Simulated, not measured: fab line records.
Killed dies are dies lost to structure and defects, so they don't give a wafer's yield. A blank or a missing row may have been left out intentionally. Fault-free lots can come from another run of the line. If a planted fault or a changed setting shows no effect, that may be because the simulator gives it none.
Split-lot study ; flow berkeley-cmos170 ; on a route of 331 steps: 5 lots, 23 wafers read

ABOUT THE SPLIT
At UCB170_M3_COAT_10 (resist thk 900 nm), the setting resist-thk-nm was moved away from the recipe's 900 nm on 8 of the 23 wafers read, by -2.1% to +2.7%. All remaining wafers had this setting at the recipe value.

The reading is taken at the split's own step.

THE READING
KrF_of_M3_COAT_10.thk-nm (the simulator's own value, which no gauge read), in nm, at UCB170_M3_COAT_10 (resist thk 900 nm). No usual value for it is given in the file. Here, 15 wafers ran the recipe; their average is 901.8 nm with a standard deviation of 2.1 nm.

wafer;tool, chamber at the split;resist-thk-nm as run, nm;against the recipe;KrF_of_M3_COAT_10.thk-nm, nm;against lot-mates on the recipe
L074.1;litho-track-04, 0;880.9;-2.1%;884.8;-17.5
L074.2;litho-track-04, 0;880.9;-2.1%;882.9;-19.4
L074.4;litho-track-04, 0;900;recipe;901.8;-
L074.5;litho-track-04, 0;900;recipe;902.8;-
L074.6;litho-track-04, 0;880.9;-2.1%;885.5;-16.8
L078.2;litho-track-04, 0;900;recipe;906.2;-
L078.3;litho-track-04, 0;917.2;+1.9%;922.8;+17.3
L078.4;litho-track-04, 0;900;recipe;904.8;-
L078.5;litho-track-04, 0;917.2;+1.9%;923.5;+18.0
L078.6;litho-track-04, 0;917.2;+1.9%;922.9;+17.4
L077.1;litho-track-01, 0;900;recipe;903;-
L077.3;litho-track-01, 0;900;recipe;900.6;-
L077.4;litho-track-01, 0;900;recipe;903.7;-
L077.5;litho-track-01, 0;900;recipe;901.1;-
L077.6;litho-track-01, 0;900;recipe;899.6;-
L079.1;litho-track-02, 0;900;recipe;897.5;-
L079.3;litho-track-02, 0;900;recipe;900.6;-
L079.5;litho-track-02, 0;900;recipe;899.5;-
L080.1;litho-track-01, 0;900;recipe;902.3;-
L080.3;litho-track-01, 0;900;recipe;902.4;-
L080.4;litho-track-01, 0;900;recipe;901.3;-
L080.5;litho-track-01, 0;924.1;+2.7%;923.9;+21.9
L080.6;litho-track-01, 0;924.1;+2.7%;925;+23.0

FIT RESULTS
A straight line over all 23 wafers: KrF_of_M3_COAT_10.thk-nm changes by +9.05 nm for each +1% of resist-thk-nm; r = +0.98; the points scatter about the line by 2.4 nm.
The same after taking each lot's own level away (the mean of its wafers on the recipe; 23 wafers): +8.61 nm for each +1%; r = +1.00; scatter 1.1 nm.
That fit puts the effect of the largest move of resist-thk-nm on the reading at 23 nm.
The lots' own levels span 899.20 to 905.50 nm, that is 3.0 times the standard deviation above.
The two slopes agree, so the slope changes little with the lot-to-lot level.
Check: +23.5 nm against its lot-mates is what the line predicts for one of the wafers moved furthest among these (+2.7%) when that wafer is left out of the fit. It came out at +21.9 nm against them.

ADDITIONAL SPLITS CARRIED BY THESE WAFERS
Before the reading, these wafers also passed through other splits. Each is held against what the fit with the lots' levels taken away leaves over:
other split on the same wafers;wafers away from the commonest value;r with KrF_of_M3_COAT_10.thk-nm (lot level and that fit taken away)
UCB170_V1_PEB_10 peb-temp-c;9;+0.27

FILE'S OWN FIT
KrF_of_M3_COAT_10.thk-nm changes by +8.59 nm for each +1% of resist-thk-nm, r = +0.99.
